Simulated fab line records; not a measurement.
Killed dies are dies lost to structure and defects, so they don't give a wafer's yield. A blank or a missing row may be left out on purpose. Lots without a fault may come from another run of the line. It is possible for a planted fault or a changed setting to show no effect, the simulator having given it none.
2 desks, one fault    flow rit_cmos    each desk has only its own numbers; what lay behind them comes last

THE METROLOGY DESK
What the gauges read for every lot (on any tool): the sampled wafers with a number, averaged. Any lot whose mean is over 4 standard deviations away from the usual mean is out of limits and marked OUT; that distance is given in the brackets.
Columns: A = M1_AL_RS at RIT_M1_RS_MEAS_01, usual 0.0735 ohm/sq; B = M1_AL_THK at RIT_M1_THK_MEAS_02, usual 407 nm
lot   first seen here  A                  B
L832  day 3 05:40      0.0731             406
L833  day 3 11:54      0.0738             408
L834  day 3 19:31      0.0725             415
L836  day 4 02:05      0.0723             415
L838  day 4 13:24      0.0741             403
L839  day 4 22:07      0.0734             410
L840  day 4 23:23      0.0742             402
L842  day 5 08:01      0.0744             402
L843  day 5 13:57      0.0734             404
L844  day 5 21:49      0.0725             409
L846  day 6 06:29      0.0738             404
L848  day 6 19:01      0.0653 (-8.4) OUT  455 (+8.1) OUT
L849  day 6 22:43      0.0749             399
L854  day 7 20:20      0.0651 (-8.6) OUT  461 (+9.2) OUT
Per this desk, out of limits: L848, L854; the first was L848, day 6 19:01 (M1_AL_RS at RIT_M1_RS_MEAS_01). Within limits: L832, L833, L834, L836, L838, L839, L840, L842, L843, L844, L846, L849.

AT THE TOOL OWNER'S DESK: pvd_sputter-03
The tool's own readings at RIT_M1_SPUTTER_00 (material Al, target thk 400 nm, time 500 s): means of the sampled wafers that have a number, for each lot that ran on this tool. Any lot whose mean is over 4 standard deviations away from the usual mean is out of limits and marked OUT; that distance is given in the brackets.
Columns: A = substrate_temp_c at RIT_M1_SPUTTER_00, usual 25.00 C; B = throttle_valve_pct at RIT_M1_SPUTTER_00, usual 30.3 %
lot   first seen here  A      B
L836  day 4 01:46      25.09  30.2
L838  day 4 13:04      24.97  30.8
L840  day 4 23:04      24.97  30.3
L842  day 5 07:44      25.04  30.8
L844  day 5 21:31      25.04  29.6
L846  day 6 06:10      24.96  29.9
L848  day 6 18:43      25.08  31.4
L854  day 7 20:02      25.01  30.9
Finding of this desk: none of the 8 lots has anything out of limits.

BROUGHT TOGETHER
At day 6 19:01 the metrology desk could have sounded an alarm, on L848, L854.
The tool owner's desk saw nothing out of limits.
Tool owner's desk: L848, L854 on record, inside its limits.
The lots listed all ran RIT_M1_SPUTTER_00 on pvd_sputter-03.

WHAT THE SIMULATOR PUT IN
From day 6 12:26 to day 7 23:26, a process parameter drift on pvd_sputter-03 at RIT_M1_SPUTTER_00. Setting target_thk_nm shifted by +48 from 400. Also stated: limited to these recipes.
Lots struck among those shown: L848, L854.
Per desk, hours elapsed from the start of the fault to the first reading out of limits: for the metrology desk, 7.
